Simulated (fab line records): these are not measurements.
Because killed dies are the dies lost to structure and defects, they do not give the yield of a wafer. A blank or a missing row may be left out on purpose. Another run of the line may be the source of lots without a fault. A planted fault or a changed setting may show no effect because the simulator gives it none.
Split-lot study | flow berkeley-cmos170 | 5 lots, 23 wafers read, on a route of 331 steps

ABOUT THE SPLIT
At UCB170_START_OXIDATION_02 (target thk 20 nm, ox time 1800 s), the setting ox-time-s was moved away from the recipe's 1800 s on 15 of the 23 wafers read, by -8.2% to +12.4%. The other wafers ran this setting at the recipe's value.

Between the split and the reading, the file records no step.

THE READING
START_OXIDE_THK at UCB170_START_THK_MEAS_03, in nm. On this fab line, fault-free wafers typically give 20.0 nm with a standard deviation of 0.49 nm.

wafer  | tool, chamber at the split | ox-time-s as run, s | against the recipe | START_OXIDE_THK, nm | against lot-mates on the recipe
L074.1 | -, -                       | 1913                | +6.3%              | 21.1                | no lot-mate on the recipe
L074.2 | -, -                       | 1913                | +6.3%              | 21.1                | no lot-mate on the recipe
L074.3 | -, -                       | 1913                | +6.3%              | 21.3                | no lot-mate on the recipe
L074.4 | -, -                       | 1913                | +6.3%              | 21.1                | no lot-mate on the recipe
L074.6 | -, -                       | 1913                | +6.3%              | 21.0                | no lot-mate on the recipe
L075.1 | -, -                       | 1653                | -8.2%              | 18.6                | no lot-mate on the recipe
L075.2 | -, -                       | 1653                | -8.2%              | 18.1                | no lot-mate on the recipe
L075.3 | -, -                       | 1653                | -8.2%              | 18.6                | no lot-mate on the recipe
L075.4 | -, -                       | 1653                | -8.2%              | 18.5                | no lot-mate on the recipe
L075.5 | -, -                       | 1653                | -8.2%              | 18.8                | no lot-mate on the recipe
L076.1 | -, -                       | 1800                | recipe             | 20.2                | -
L076.3 | -, -                       | 1800                | recipe             | 20.4                | -
L076.4 | -, -                       | 1800                | recipe             | 20.2                | -
L076.5 | -, -                       | 1800                | recipe             | 20.3                | -
L076.6 | -, -                       | 1800                | recipe             | 20.2                | -
L082.1 | furnace-04, 0              | 1800                | recipe             | 20.1                | -
L082.3 | furnace-04, 0              | 1800                | recipe             | 20.3                | -
L082.5 | furnace-04, 0              | 1800                | recipe             | 20.1                | -
L083.2 | -, -                       | 2024                | +12.4%             | 22.6                | no lot-mate on the recipe
L083.3 | -, -                       | 2024                | +12.4%             | 22.1                | no lot-mate on the recipe
L083.4 | -, -                       | 2024                | +12.4%             | 22.6                | no lot-mate on the recipe
L083.5 | -, -                       | 2024                | +12.4%             | 22.0                | no lot-mate on the recipe
L083.6 | -, -                       | 2024                | +12.4%             | 22.5                | no lot-mate on the recipe

THE FIT
A straight line over all 23 wafers: START_OXIDE_THK changes by +0.182 nm for each +1% of ox-time-s; r = +0.99; the points scatter about the line by 0.21 nm.
Too few moved wafers with a lot-mate on the recipe to fit a line net of each lot's own level.

THE WHOLE CHAIN: every reading that the file lists as answering this split, in the file's order
step                      | what it does                     | reading                                                                            | change (the file's fit)               | r (the file's)
UCB170_START_OXIDATION_02 | target thk 20 nm, ox time 1800 s | SiO2_of_START_OXIDATION_02.thk-nm (the simulator's own value, which no gauge read) | +0.182 nm for each +1% of the setting | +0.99
UCB170_START_THK_MEAS_03  |                                  | START_OXIDE_THK                                                                    | +0.183 for each +1% of the setting    | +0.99

THE FILE'S OWN FIT
START_OXIDE_THK changes by +0.183 nm for each +1% of ox-time-s, r = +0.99.
